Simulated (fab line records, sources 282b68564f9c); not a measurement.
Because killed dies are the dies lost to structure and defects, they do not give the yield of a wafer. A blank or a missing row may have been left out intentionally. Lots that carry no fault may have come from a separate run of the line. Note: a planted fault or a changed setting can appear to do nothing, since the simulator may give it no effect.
fab line records -- flow rit_cmos
record: lots: 14, wafers: 42, last_day: 8
route steps=202 shown REOX@101
lots with no fault: from the same line, run without faults
start_h: hours from the record's opening day to when the first of the lot's shown wafers began -- wait_h: time in hours since the lot's previous step -- " identical to the entry in the row above -- L1.1+2: a row that stands for several wafers -- - no value, or no start given -- * or withheld: withheld -- < > ~ a bound
route shown NAME@n: NAME is a module with steps in the file, n the number in the route of the first one -- usual: average and standard deviation across the fault-free wafers -- same: alike in all rows -- chamber/n: place in a boat -- sites: per-site readings -- _std_site: standard deviation across them -- _edge_site: outer sites' mean less inner sites' -- radius_mm: for every site, how far away it sits from the centre of the wafer -- mask NAME#n: copy n -- behind: the tool/chamber that last shaped the wafer -- hold: cause of the lot's hold/its duration in hours/its outcome -- device: names the non-switching transistor (n, p or np) -- end of line: the route-end tests of the same wafers -- where a step has no rows: the recipe by itself -- killed: the dies lost at the first sort to structure and to defects; this is not the yield of the wafer -- map: a wafer's dies, x killed, . not, _ none there
set.NAME: the setting that was run; set.NAME@STEP: the one run at that earlier step -- model.NAME: the simulator's own value behind a step, which no gauge read
a sample of lots followed through the steps of the route, with each step as a table and each wafer as a row
services: the hour from which a tool's chamber was out of use, counted from the record's first day as start_h (under 0 if before that day), plus the number of hours and why
== steps ==
step: RIT_REOX_OXIDATION_03
recipe: temp_c: 900, ambient: O2, target_thk_a: 252, ox_time_s: 5580
usual: spike_tc_centre_C: 902.2/1.3, spike_tc_load_C: 929/3.5, spike_tc_source_C: 922/3, tube_center_temp_C: 900/0.083, tube_center_temp_C_max: 902.3/0.38, zone_power_load_pct: 27/3.7
same: ox_time_s: 5580
lot.wafer,tool,chamber,start_h,wait_h,spike_tc_centre_C,spike_tc_load_C,spike_tc_source_C,tube_center_temp_C,tube_center_temp_C_max,zone_power_load_pct
L462.3,furnace-04,0,49.73,0.3,902.3,936,922,900,902.7,30
L462.4,furnace-04,0,49.73,0.3,902.0,933,923,900.06,902.7,31
L462.6,furnace-04,0,49.73,0.3,901.3,934,923,900.07,902.1,30
L465.1,furnace-03,0,63.37,1.6,901.0,928,930,900.03,902.6,30
L465.5,furnace-03,0,63.37,1.6,901.8,928,932,899.86,902.6,31
L465.6,furnace-03,0,63.37,1.6,902.2,928,931,899.86,902.0,31
L466.1,furnace-04,0,68.13,0.4,901.4,935,921,900.01,902.7,31
L466.5,furnace-04,0,68.13,0.4,901.1,934,921,900.02,901.9,31
L466.6,furnace-04,0,68.13,0.4,900.6,933,922,899.78,902.2,30
L467.3,furnace-04,0,74.56,1.1,902.9,933,923,900.06,902.2,30
L467.5,furnace-04,0,74.56,1.1,900.5,933,922,899.88,902.7,31
L467.6,furnace-04,0,74.56,1.1,899.3,934,923,900.1,902.4,30
L468.1,furnace-01,0,77.72,2.9,901.8,926,921,899.9,902.6,23
L468.3,furnace-01,0,77.72,2.9,904.9,926,921,899.96,902.2,23
L468.4,furnace-01,0,77.72,2.9,904.7,927,923,900.03,902.7,23
L469.2,furnace-01,0,85.36,3.9,902.0,926,920,899.96,902.7,23
L469.4,furnace-01,0,85.36,3.9,904.3,928,920,900.03,901.6,23
L469.6,furnace-01,0,85.36,3.9,902.7,925,921,900.06,902.3,23
L470.1,furnace-01,0,89.78,0.0,901.0,926,921,900,902.1,23
L470.3,furnace-01,0,89.78,0.0,903.6,926,922,900.18,902.9,23
L470.6,furnace-01,0,89.78,0.0,903.6,926,921,899.98,903.3,23
L471.3,furnace-01,0,92.58,0.8,902.5,925,920,899.95,902.3,23
L471.4,furnace-01,0,92.58,0.8,902.2,925,918,899.99,902.7,23
L471.6,furnace-01,0,92.58,0.8,903.2,926,920,899.98,902.2,23
L472.2,furnace-03,0,100.50,3.5,901.9,926,931,900.03,902.8,30
L472.4,furnace-03,0,100.50,3.5,901.0,927,930,899.98,902.2,30
L472.6,furnace-03,0,100.50,3.5,900.5,930,931,900.02,901.9,30
L474.1,furnace-01,0,117.05,3.3,904.0,927,922,899.93,902.1,23
L474.2,furnace-01,0,117.05,3.3,903.4,926,919,900.04,902.2,23
L474.6,furnace-01,0,117.05,3.3,902.5,926,919,900.19,902.2,23
L475.1,furnace-01,0,117.05,3.3,902.5,926,920,899.98,902.1,23
L475.2,furnace-01,0,117.05,3.3,901.9,926,922,899.92,902.0,23
L475.4,furnace-01,0,117.05,3.3,901.3,926,919,899.87,902.9,23
L476.1,furnace-01,0,134.88,9.1,889.5,912,906,885.94,888.9,22
L476.4,furnace-01,0,134.88,9.1,888.8,913,905,886.03,888.0,22
L476.6,furnace-01,0,134.88,9.1,889.3,912,908,886.17,889.2,22
L477.1,furnace-04,0,145.46,4.0,900.8,933,922,900.02,901.9,31
L477.3,furnace-04,0,145.46,4.0,900.6,933,923,900.07,901.9,30
L477.6,furnace-04,0,145.46,4.0,900.7,933,923,900.16,903.0,31
L479.1,furnace-01,0,152.73,5.5,889.2,911,907,886.14,888.2,22
L479.4,furnace-01,0,152.73,5.5,890.2,913,906,885.94,888.5,22
L479.6,furnace-01,0,152.73,5.5,888.7,911,907,886.03,889.1,22
step: RIT_REOX_THK_MEAS_04
recipe: reads: SiO2_of_REOX_OXIDATION_03
usual: REOX_OXIDE_THK: 25.3/0.58
lot.wafer,tool,chamber,start_h,wait_h,REOX_OXIDE_THK[nm]
L462.3,film_metro-04,-,52.30,0.0,25.6
L462.4,film_metro-04,-,52.30,0.0,25.3
L462.6,film_metro-04,-,52.30,0.0,25.5
L465.1,film_metro-02,-,65.92,0.0,23.5
L465.5,film_metro-02,-,65.92,0.0,23.4
L465.6,film_metro-02,-,65.92,0.0,23.5
L466.1,film_metro-04,-,70.68,0.0,25.9
L466.5,film_metro-04,-,70.68,0.0,26.0
L466.6,film_metro-04,-,70.68,0.0,26.1
L467.3,film_metro-04,-,77.13,0.0,24.9
L467.5,film_metro-04,-,77.13,0.0,24.7
L467.6,film_metro-04,-,77.13,0.0,24.8
L468.1,film_metro-04,-,80.27,0.0,25.3
L468.3,film_metro-04,-,80.27,0.0,25.3
L468.4,film_metro-04,-,80.27,0.0,25.5
L469.2,film_metro-02,-,87.92,0.0,25.6
L469.4,film_metro-02,-,87.92,0.0,26.3
L469.6,film_metro-02,-,87.92,0.0,26.0
L470.1,film_metro-02,-,92.33,0.0,25.6
L470.3,film_metro-02,-,92.33,0.0,25.1
L470.6,film_metro-02,-,92.33,0.0,25.2
L471.3,film_metro-02,-,95.15,0.0,25.4
L471.4,film_metro-02,-,95.15,0.0,25.7
L471.6,film_metro-02,-,95.15,0.0,25.5
L472.2,film_metro-02,-,103.06,0.0,24.4
L472.4,film_metro-02,-,103.06,0.0,24.5
L472.6,film_metro-02,-,103.06,0.0,24.4
L474.1,film_metro-04,-,119.60,0.0,25.5
L474.2,film_metro-04,-,119.60,0.0,24.9
L474.6,film_metro-04,-,119.60,0.0,24.8
L475.1,film_metro-03,-,119.60,0.0,24.5
L475.2,film_metro-03,-,119.60,0.0,24.5
L475.4,film_metro-03,-,119.60,0.0,24.8
L476.1,film_metro-03,-,137.43,0.0,22.1
L476.4,film_metro-03,-,137.43,0.0,22.2
L476.6,film_metro-03,-,137.43,0.0,22.3
L477.1,film_metro-04,-,148.01,0.0,25.7
L477.3,film_metro-04,-,148.01,0.0,26.1
L477.6,film_metro-04,-,148.01,0.0,25.7
L479.1,film_metro-04,-,155.28,0.0,22.6
L479.4,film_metro-04,-,155.28,0.0,22.7
L479.6,film_metro-04,-,155.28,0.0,23.0
== services ==
tool,chamber,start_h,hours,kind
furnace-03,-,40.09,4.5,pm
furnace-01,-,74.66,2.8,pm
furnace-04,-,77.11,9.9,pm
furnace-03,-,103.05,46.4,pm
furnace-01,-,121.53,2.6,pm
furnace-04,-,124.60,2.8,pm
furnace-03,-,149.48,3.4,pm
== key ==
first_sign: step: RIT_REOX_OXIDATION_03, reading: tube_center_temp_C, direction: down, sigmas: 99+, usual: *, struck: *
effect: step: RIT_REOX_OXIDATION_03, reading: tube_center_temp_C_max, direction: down, sigmas: 36, usual: *, struck: *
effect: step: RIT_REOX_THK_MEAS_04, reading: REOX_OXIDE_THK, direction: down, sigmas: 4.9, usual: 25.3, struck: 22.5
met_at RIT_REOX_OXIDATION_03
struck_lots L476,L479
tester_left_out L476,L479
onset_between 117.05 134.88
fault: kind: process_parameter_drift, tool: furnace-01, chamber: -, onset_h: 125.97, steps: RIT_REOX_OXIDATION_03, channel: temp_c, offset: *, shape: step, end_h: 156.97, acts_in: *, stated: *
tester_left_out: of these lots the tester's yield and bins aren't shown, on N5 and GAA mostly nor the transistor test; their killed dies are dies lost to structure and defects alone, not to doping, threshold or leakage, so they don't give the yield
